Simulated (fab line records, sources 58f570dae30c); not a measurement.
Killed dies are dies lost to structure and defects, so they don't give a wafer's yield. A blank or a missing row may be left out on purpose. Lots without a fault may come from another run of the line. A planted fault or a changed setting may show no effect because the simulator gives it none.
Which tool did it? | flow berkeley_cmos170 | 13 lots, 39 wafers sampled, at 5 steps of a route of 331

WHAT THE GAUGES READ, wafer by wafer
UCB170_CONTACT_CD_MEAS_90: target cd 700 nm. Usual: cd_nm 700.0 nm, standard deviation 1.3.
lot  | measured     | on        | cd_nm (nm)        | flag
L929 | day 6 22:41  | cd_sem-02 | 700.3 700.6 699.1 |
L931 | day 7 08:48  | cd_sem-01 | 699.1 698.5 699.1 |
L930 | day 7 09:18  | cd_sem-01 | 698.8 699.7 701.3 |
L932 | day 7 17:13  | cd_sem-02 | 698.2 696.4 699.7 |
L935 | day 8 08:34  | cd_sem-01 | 698.8 700.0 699.4 |
L938 | day 8 18:40  | cd_sem-01 | 698.8 697.3 699.8 |
L937 | day 8 18:48  | cd_sem-02 | 700.0 700.6 700.1 |
L939 | day 9 10:05  | cd_sem-02 | 701.4 701.8 699.9 |
L941 | day 9 09:16  | cd_sem-01 | 701.1 700.4 699.8 |
L940 | day 9 11:33  | cd_sem-01 | 700.0 699.7 699.9 |
L942 | day 9 12:05  | cd_sem-01 | 701.2 701.9 701.8 |
L943 | day 9 20:20  | cd_sem-01 | 700.1 699.9 700.1 |
L951 | day 11 23:05 | cd_sem-02 | 704.8 700.2 703.3 |

WHICH TOOL RAN EACH LOT (tool, then ch and the chambers of the sampled wafers, then the start)
lot  | UCB170_SDANNEAL_RTA_01           | UCB170_SILICIDE_SPUTTER_01   | UCB170_CONTACT_ETCH_18            | UCB170_CONTACT_STRIP_19
L929 | rtp_anneal-02 ch 0, day 6 17:14  | pvd_sputter-03, day 6 17:50  | rie_diel-03 ch 1,3, day 6 22:00   | plasma_asher-04 ch 0,1, day 6 22:34
L931 | rtp_anneal-01 ch 0, day 7 02:03  | pvd_sputter-03, day 7 02:38  | rie_diel-02 ch 1,2,3, day 7 08:00 | plasma_asher-02 ch 0,1, day 7 08:42
L930 | rtp_anneal-02 ch 0, day 7 02:26  | pvd_sputter-04, day 7 03:02  | rie_diel-03 ch 0,1,3, day 7 09:00 | plasma_asher-01 ch 0,1, day 7 09:12
L932 | rtp_anneal-02 ch 0, day 7 12:02  | pvd_sputter-02, day 7 12:37  | rie_diel-01 ch 0,1,2, day 7 16:00 | plasma_asher-04 ch 0,1, day 7 17:07
L935 | rtp_anneal-02 ch 0, day 8 02:01  | pvd_sputter-03, day 8 02:37  | rie_diel-01 ch 2,3, day 8 08:00   | plasma_asher-04 ch 0,1, day 8 08:28
L938 | rtp_anneal-01 ch 0, day 8 11:21  | pvd_sputter-02, day 8 11:58  | rie_diel-01 ch 0,2,3, day 8 18:00 | plasma_asher-04 ch 0,1, day 8 18:34
L937 | rtp_anneal-01 ch 0, day 8 11:49  | pvd_sputter-04, day 8 12:25  | rie_diel-02 ch 0,1,2, day 8 18:00 | plasma_asher-01 ch 0,1, day 8 18:41
L939 | rtp_anneal-02 ch 0, day 9 03:50  | pvd_sputter-02, day 9 04:26  | rie_diel-01 ch 0,1,2, day 9 09:00 | plasma_asher-02 ch 0,1, day 9 09:59
L941 | rtp_anneal-01 ch 0, day 9 04:10  | pvd_sputter-03, day 9 04:46  | rie_diel-01 ch 1,2,3, day 9 09:00 | plasma_asher-04 ch 0,1, day 9 09:10
L940 | rtp_anneal-02 ch 0, day 9 04:19  | pvd_sputter-04, day 9 04:55  | rie_diel-03 ch 1,2, day 9 11:00   | plasma_asher-04 ch 0,1, day 9 11:20
L942 | rtp_anneal-01 ch 0, day 9 04:42  | pvd_sputter-02, day 9 05:17  | rie_diel-01 ch 0,2, day 9 11:00   | plasma_asher-02 ch 0,1, day 9 11:58
L943 | rtp_anneal-01 ch 0, day 9 14:23  | pvd_sputter-04, day 9 15:00  | rie_diel-01 ch 0,2,3, day 9 20:00 | plasma_asher-01 ch 0,1, day 9 20:14
L951 | rtp_anneal-01 ch 0, day 11 16:41 | pvd_sputter-02, day 11 17:17 | rie_diel-03 ch 2,3, day 11 22:00  | plasma_asher-02 ch 0,1, day 11 22:58
- UCB170_SDANNEAL_RTA_01: time 5 s.
- UCB170_SILICIDE_SPUTTER_01: material Ti, target thk 30 nm, time 25 s.
- UCB170_CONTACT_ETCH_18: etches PSG in CHF3/CF4/Ar, stops on TiSi2, target depth 840 nm, time 195 s.
- UCB170_CONTACT_STRIP_19: strips in O2.

WHAT THE TOOLS THEMSELVES READ (means of the sampled wafers that have a number; where no wafer has one, the mark that the record gives instead)
UCB170_SDANNEAL_RTA_01. Usual: lamp_power_pct 35.8 %, standard deviation 1.2; wafer_temp_C_max 1056.3, standard deviation 1.2.
lot  | tool          | lamp_power_pct (%) | wafer_temp_C_max | flag
L929 | rtp_anneal-02 | 37.0               | 1055.9           |
L931 | rtp_anneal-01 | 34.7               | 1055.9           |
L930 | rtp_anneal-02 | 37.0               | 1055.7           |
L932 | rtp_anneal-02 | 37.1               | 1055.3           |
L935 | rtp_anneal-02 | 37.1               | 1056.3           |
L938 | rtp_anneal-01 | 34.7               | 1055.6           |
L937 | rtp_anneal-01 | 34.6               | 1057.8           |
L939 | rtp_anneal-02 | 37.0               | 1057.7           |
L941 | rtp_anneal-01 | 34.7               | 1056.0           |
L940 | rtp_anneal-02 | 37.0               | 1055.9           |
L942 | rtp_anneal-01 | 34.6               | 1056.9           |
L943 | rtp_anneal-01 | 34.6               | 1056.3           |
L951 | rtp_anneal-01 | 34.7               | 1055.9           |

UCB170_SILICIDE_SPUTTER_01. Usual: throttle_valve_pct 29.7 %, standard deviation 1.4.
lot  | tool           | throttle_valve_pct (%) | flag
L929 | pvd_sputter-03 | 29.2                   |
L931 | pvd_sputter-03 | 29.9                   |
L930 | pvd_sputter-04 | 28.5                   |
L932 | pvd_sputter-02 | 29.9                   |
L935 | pvd_sputter-03 | 29.3                   |
L938 | pvd_sputter-02 | 31.2                   |
L937 | pvd_sputter-04 | 29.4                   |
L939 | pvd_sputter-02 | 30.5                   |
L941 | pvd_sputter-03 | 29.2                   |
L940 | pvd_sputter-04 | 27.8                   |
L942 | pvd_sputter-02 | 30.6                   |
L943 | pvd_sputter-04 | 28.0                   |
L951 | pvd_sputter-02 | 31.6                   |

UCB170_CONTACT_ETCH_18. Usual: drypump_motor_current_A 5.7 A, standard deviation 0.48; oes_product_au 0.895 a.u., standard deviation 0.014; run_length_s 223.4 s, standard deviation 0.49; throttle_valve_pct 6.86 %, standard deviation 0.1.
lot  | tool        | drypump_motor_current_A (A) | oes_product_au (a.u.) | run_length_s (s) | throttle_valve_pct (%) | flag
L929 | rie_diel-03 | 6.3                         | 0.894                 | 223.4            | 6.78                   |
L931 | rie_diel-02 | 5.6                         | 0.891                 | 223.5            | 6.91                   |
L930 | rie_diel-03 | 5.9                         | 0.894                 | 223.3            | 6.78                   |
L932 | rie_diel-01 | 5.3                         | 0.889                 | 223.4            | 6.96                   |
L935 | rie_diel-01 | 5.2                         | 0.900                 | 223.1            | 6.86                   |
L938 | rie_diel-01 | 5.5                         | 0.909                 | 223.1            | 6.86                   |
L937 | rie_diel-02 | 5.7                         | 0.893                 | 223.4            | 6.92                   |
L939 | rie_diel-01 | 5.3                         | 0.897                 | 223.5            | 6.95                   |
L941 | rie_diel-01 | 5.3                         | 0.905                 | 223.3            | 6.86                   |
L940 | rie_diel-03 | 6.3                         | 0.878                 | 222.9            | 6.74                   |
L942 | rie_diel-01 | 5.5                         | 0.887                 | 223.0            | 6.95                   |
L943 | rie_diel-01 | 5.5                         | 0.912                 | 223.1            | 6.87                   |
L951 | rie_diel-03 | 6.2                         | 0.741                 | 327.4            | 6.80                   | OFF

UCB170_CONTACT_STRIP_19. Usual: drypump_motor_current_A 5.7 A, standard deviation 0.5; oes_product_au 0.717 a.u., standard deviation 0.0044.
lot  | tool            | drypump_motor_current_A (A) | oes_product_au (a.u.) | flag
L929 | plasma_asher-04 | 6.1                         | 0.719                 |
L931 | plasma_asher-02 | 5.3                         | 0.714                 |
L930 | plasma_asher-01 | 5.5                         | 0.717                 |
L932 | plasma_asher-04 | 6.1                         | 0.719                 |
L935 | plasma_asher-04 | 6.2                         | 0.714                 |
L938 | plasma_asher-04 | 6.1                         | 0.720                 |
L937 | plasma_asher-01 | 5.2                         | 0.715                 |
L939 | plasma_asher-02 | 5.3                         | 0.718                 |
L941 | plasma_asher-04 | 6.2                         | 0.717                 |
L940 | plasma_asher-04 | 6.2                         | 0.719                 |
L942 | plasma_asher-02 | 5.3                         | 0.716                 |
L943 | plasma_asher-01 | 5.5                         | 0.717                 |
L951 | plasma_asher-02 | 5.3                         | 0.713                 |

THE ANSWER, worked out from the rows above alone
Rule: a lot is off if the mean of its wafers that have a number lies more than 3 standard deviations from the usual mean. A lot without any number at a reading at which 4 lots or more have one is off too. The other lots that the step has rows for count as sound. The gauges are gone through in route order, then the tools' own readings, and for those a lot's mean is taken as printed above. The first step at which some lot is off is used, and at that step the reading that is off furthest; a lot without a number counts as furthest.
Off: L951, at UCB170_CONTACT_ETCH_18 (run_length_s).
A tool fits if, at that step or a process step before it, it ran every lot that is off, and no sound lot after the first of them. Can't be told from this: 3 tools fit, rtp_anneal-01 at UCB170_SDANNEAL_RTA_01, pvd_sputter-02 at UCB170_SILICIDE_SPUTTER_01, rie_diel-03 at UCB170_CONTACT_ETCH_18.

WHAT THE SIMULATOR HAD PUT IN
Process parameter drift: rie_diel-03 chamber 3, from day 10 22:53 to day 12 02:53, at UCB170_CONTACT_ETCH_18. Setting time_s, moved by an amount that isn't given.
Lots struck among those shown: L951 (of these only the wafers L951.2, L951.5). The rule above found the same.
